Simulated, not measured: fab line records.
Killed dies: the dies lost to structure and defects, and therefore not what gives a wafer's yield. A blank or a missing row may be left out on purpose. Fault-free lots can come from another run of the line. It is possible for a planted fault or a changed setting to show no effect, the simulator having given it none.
A struck lot beside a sound one + flow rit cmos + 42 out of 202 route steps
Sound: these wafers, L257.1, L257.5, L257.6. Struck: wafers L267.3, L267.5. (L267.2 of the same lot was not struck and is left out.) The cause comes at the end.
Per side, at each step with rows, come the tool, then ch with its chambers, and then its first start. Under that, the readings that differ: sound wafers + struck wafers + difference of the means + sigmas: that difference in standard deviations of wafers without a fault.
alike: a reading whose means differ by less than 2 such deviations, as well as words and numbers matching on both sides. not compared: withheld readings; readings where some wafer has no value; bounds like >300 that might hide an equal value; numbers whose values overlap and for which the record gives no deviation.
The two part at a step that has a row with sigmas, a row that says differs or no value, or rows on one side only. When numbers do not overlap yet have no deviation, they are printed without sigmas and do not part them. Lack of a reading on every wafer of one side parts them only where that side has two or more wafers.

RIT_SDANNEAL_RTA_03: time 5 s.
  sound on rtp anneal-02 ch 0, day 4 03:20; struck on rtp anneal-02 ch 0, day 6 01:08
  alike: wafer_temp_C_max
RIT_SDANNEAL_RS_MEAS_04: measurement is done with a four-point probe.
  sound on film metro-04, day 4 03:23; struck on film metro-04, day 6 01:13
  alike: PSD_RS
RIT_SDANNEAL_RS_MEAS_05: measurement is done with a four-point probe.
  sound on film metro-04, day 4 03:30; struck on film metro-04, day 6 01:20
  alike: NSD_RS
RIT_SDANNEAL_RS_MEAS_06: measurement is done with a four-point probe.
  sound on film metro-04, day 4 03:37; struck on film metro-04, day 6 01:27
  alike: PLDD_RS
RIT_SDANNEAL_RS_MEAS_07: measurement is done with a four-point probe.
  sound on film metro-04, day 4 03:44; struck on film metro-04, day 6 01:34
  alike: NLDD_RS
then, 2 steps without rows for these wafers: RIT_SILICIDE_WET_ETCH_00 (etches SiO2 in BOE, target depth 14 nm, time 15 s); RIT_SILICIDE_SPUTTER_01 (material Ti, target thk 30 nm, time 246.4 s).
RIT_SILICIDE_RS_MEAS_02: measurement is done with a four-point probe.
  sound on film metro-01, day 4 04:02; struck on film metro-02, day 6 01:51
  alike: SILICIDE_TI_RS
RIT_SILICIDE_THK_MEAS_03: measures by xrf.
  sound on film metro-01, day 4 04:09; struck on film metro-02, day 6 01:58
  alike: SILICIDE_TI_THK
RIT_SILICIDE_RTA_04: time 10 s, ramp up 5 s, ramp down 5 s.
  sound on rtp anneal-01 ch 0, day 4 04:13; struck on rtp anneal-01 ch 0, day 6 02:01
  alike: wafer_temp_C_max
then, 1 step without rows for these wafers: RIT_SILICIDE_WET_ETCH_05 (etches Ti in SPM, time 120 s).
RIT_SILICIDE_RTA_06: time 10 s, ramp up 5 s, ramp down 10 s.
  sound on rtp anneal-02 ch 0, day 4 04:19; struck on rtp anneal-02 ch 0, day 6 02:08
  alike: wafer_temp_C_max
RIT_CONTACT_CVD_00: deposits SiO2 from TEOS, target thk 400 nm, time 61 s.
  sound on pecvd-04 ch 0,1, day 4 04:23; struck on pecvd-04 ch 0, day 6 02:11
| reading                                  | sound           | struck      | difference | sigmas |
|------------------------------------------|-----------------|-------------|------------|--------|
| model.SiO2_of_CONTACT_CVD_00.thk nm (nm) | 400.5 409 406.3 | 214.5 216.8 | -189.6     |        |
  alike: heater power w
RIT_CONTACT_THK_MEAS_01:
  sound on film metro-04, day 4 04:26; struck on film metro-04, day 6 02:29
| reading               | sound       | struck  | difference | sigmas |
|-----------------------|-------------|---------|------------|--------|
| CONTACT_TEOS_THK (nm) | 401 409 406 | 214 217 | -190       | -38    |
  not compared: hold
then, 5 steps without rows for these wafers: RIT_CONTACT_COAT_03 (resist thk 1000 nm); RIT_CONTACT_SOFTBAKE_04 (time 60 s); RIT_CONTACT_EXPOSE_05 (exposes mask M11, target cd 1000 nm); RIT_CONTACT_PEB_06; RIT_CONTACT_DEVELOP_07 (develop time 120 s).
RIT_CONTACT_CD_MEAS_08: the cd target is 1000 nm.
  sound on cd sem-02, day 4 05:37; struck on cd sem-01, day 6 06:26
  alike: cd nm
RIT_CONTACT_OVL_MEAS_09:
  sound on overlay-01, day 4 05:44; struck on overlay-01, day 6 06:32
  alike: CONTACT_OVL
then, 1 step without rows for these wafers: RIT_CONTACT_HARDBAKE_10 (time 60 s).
RIT_CONTACT_ETCH_11: etches SiO2 in CHF3/CF4/Ar, stops on TiSi2, target depth 480 nm, time 320 s.
  sound on rie diel-04 ch 0,1,3, day 4 05:56; struck on rie diel-01 ch 2,3, day 6 06:43
| reading                             | sound           | struck      | difference | sigmas |
|-------------------------------------|-----------------|-------------|------------|--------|
| model.CONTACT.feature depth nm (nm) | 400.5 409 406.3 | 214.5 216.8 | -189.6     |        |
| model.etch.depth nm (nm)            | 400.5 409 406.3 | 214.5 216.8 | -189.6     |        |
  alike: drypump motor current A, oes product au, throttle valve pct
  not compared: rf hours counter h
RIT_CONTACT_STRIP_12: strips in O2, time 180 s.
  sound on plasma asher-04 ch 0,1, day 4 06:08; struck on plasma asher-02 ch 1, day 6 06:55
  alike: drypump motor current A
  not compared: rf hours counter h
RIT_CONTACT_CD_MEAS_90: the cd target is 1000 nm.
  sound on cd sem-01, day 4 06:18; struck on cd sem-02, day 6 07:07
  alike: cd nm
then, 2 steps without rows for these wafers: RIT_CONTACT_CLEAN_13 (cleans in SC1, time 600 s); RIT_CONTACT_CLEAN_14 (cleans in SC2, time 600 s).
RIT_M1_SPUTTER_00: material Al, target thk 400 nm, time 522.8 s.
  sound on pvd sputter-03, day 4 06:58; struck on pvd sputter-01, day 6 07:35
  alike: throttle valve pct
RIT_M1_RS_MEAS_01: measurement is done with a four-point probe.
  sound on film metro-02, day 4 07:16; struck on film metro-01, day 6 07:56
  alike: M1_AL_RS
RIT_M1_THK_MEAS_02: measures by xrf.
  sound on film metro-02, day 4 07:23; struck on film metro-01, day 6 08:03
  alike: M1_AL_THK
then, 6 steps without rows for these wafers: RIT_M1_HMDS_03 (prime time 60 s); RIT_M1_COAT_04 (resist thk 1300 nm); RIT_M1_SOFTBAKE_05 (time 60 s); RIT_M1_EXPOSE_06 (exposes mask M12, target cd 2600 nm); RIT_M1_PEB_07; RIT_M1_DEVELOP_08 (develop time 68 s).
RIT_M1_CD_MEAS_09: the cd target is 2600 nm.
  sound on cd sem-02, day 4 08:19; struck on cd sem-02, day 6 09:17
  alike: cd nm
RIT_M1_OVL_MEAS_10:
  sound on overlay-01, day 4 08:26; struck on overlay-01, day 6 09:23
  alike: M1_OVL
then, 1 step without rows for these wafers: RIT_M1_HARDBAKE_11 (time 120 s).
RIT_M1_METAL_ETCH_12: etches Al in Cl2/BCl3, stops on SiO2, time 165 s, target depth 600 nm.
  sound on rie metal-01 ch 0,1, day 4 08:43; struck on rie metal-03 ch 0, day 6 09:40
| reading                                  | sound             | struck      | difference | sigmas |
|------------------------------------------|-------------------|-------------|------------|--------|
| model.SiO2_of_CONTACT_CVD_00.thk nm (nm) | 363.1 371.6 369.3 | 177.3 179.9 | -189.4     |        |
  alike: drypump motor current A, mfc cl2 sccm, oes product au, throttle valve pct
  not compared: rf hours counter h
then, 1 step without rows for these wafers: RIT_M1_STRIP_13 (strips in nmp, time 600 s).
RIT_M1_PROBE_99:
  sound on prober-01, day 4 10:59; struck on prober-01, day 6 12:02
  alike: killed at front end, killed dies, killed open, killed short

## WHERE THEY PART
At RIT_CONTACT_THK_MEAS_01 and nowhere else, as far as this record goes. Later steps at which nothing parts them and some readings are alike: RIT_CONTACT_CD_MEAS_08, RIT_CONTACT_OVL_MEAS_09, RIT_CONTACT_ETCH_11, RIT_CONTACT_STRIP_12, RIT_CONTACT_CD_MEAS_90, RIT_M1_SPUTTER_00, RIT_M1_RS_MEAS_01, RIT_M1_THK_MEAS_02, RIT_M1_CD_MEAS_09, RIT_M1_OVL_MEAS_10, RIT_M1_METAL_ETCH_12, RIT_M1_PROBE_99.

WHY: what the simulator had put in
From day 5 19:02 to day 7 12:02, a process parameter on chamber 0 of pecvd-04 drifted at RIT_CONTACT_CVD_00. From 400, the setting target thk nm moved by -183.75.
